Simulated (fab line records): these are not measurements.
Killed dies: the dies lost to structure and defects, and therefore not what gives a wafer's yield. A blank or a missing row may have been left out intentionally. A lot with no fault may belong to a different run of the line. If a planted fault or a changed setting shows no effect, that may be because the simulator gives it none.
One fault through the eyes of 2 desks :: flow rit cmos :: each desk has only its own numbers; what lay behind them comes last

METROLOGY DESK
Lot by lot, what the gauges showed, no matter which tool ran the lot: averages of those sampled wafers that carry a number. A lot is out of limits, marked OUT, if its mean lies more than 4 standard deviations from the usual mean; the brackets give that distance.
Columns: A = CONTACT_TEOS_THK at RIT_CONTACT_THK_MEAS_01, usual 399 nm; B = cd nm at RIT_CONTACT_CD_MEAS_08, usual 1000.1 nm; C = CONTACT_OVL at RIT_CONTACT_OVL_MEAS_09, usual 0.4 nm
lot: L206
first seen here: day 3 15:40
A: 404
B: 1003.6
C: -1.1

lot: L214
first seen here: day 5 10:35
A: 403
B: 999.9
C: 2.1

lot: L215
first seen here: day 5 13:01
A: 396
B: 1002.7
C: 1.9

lot: L216
first seen here: day 5 20:08
A: 401
B: 1000.2
C: 2.0

lot: L225
first seen here: day 7 14:46
A: 403
B: 996.9
C: -1.3
Finding of this desk: none of the 5 lots has anything out of limits.

DESK OF THE TOOL OWNER: rie diel-03
The tool's own readings at RIT_CONTACT_ETCH_11 (etches SiO2 in CHF3/CF4/Ar, stops on TiSi2, target depth 480 nm, time 320 s): means of the sampled wafers that have a number, for each lot that ran on this tool. A lot is out of limits, marked OUT, if its mean lies more than 4 standard deviations from the usual mean; the brackets give that distance.
Columns: A = chamber pressure mTorr at RIT_CONTACT_ETCH_11, usual 100.01 mTorr; B = drypump motor current A at RIT_CONTACT_ETCH_11, usual 5.6 A; C = oes product au at RIT_CONTACT_ETCH_11, usual 0.986 a.u.; D = rf fwd power W at RIT_CONTACT_ETCH_11, usual 199.5 W; E = throttle valve pct at RIT_CONTACT_ETCH_11, usual 8.88 %
lot: L206
first seen here: day 3 17:07
A: 100.02
B: 6.1
C: 0.970
D: 199.6
E: 8.64

lot: L215
first seen here: day 5 14:21
A: 100.09
B: 5.3
C: 0.974
D: 199.6
E: 8.95
Finding of this desk: none of the 2 lots has anything out of limits.

ALL TOGETHER
At the metrology desk, nothing out of limits was observed.
The desk of the tool owner found nothing out of limits.

WHAT THE SIMULATOR PUT IN
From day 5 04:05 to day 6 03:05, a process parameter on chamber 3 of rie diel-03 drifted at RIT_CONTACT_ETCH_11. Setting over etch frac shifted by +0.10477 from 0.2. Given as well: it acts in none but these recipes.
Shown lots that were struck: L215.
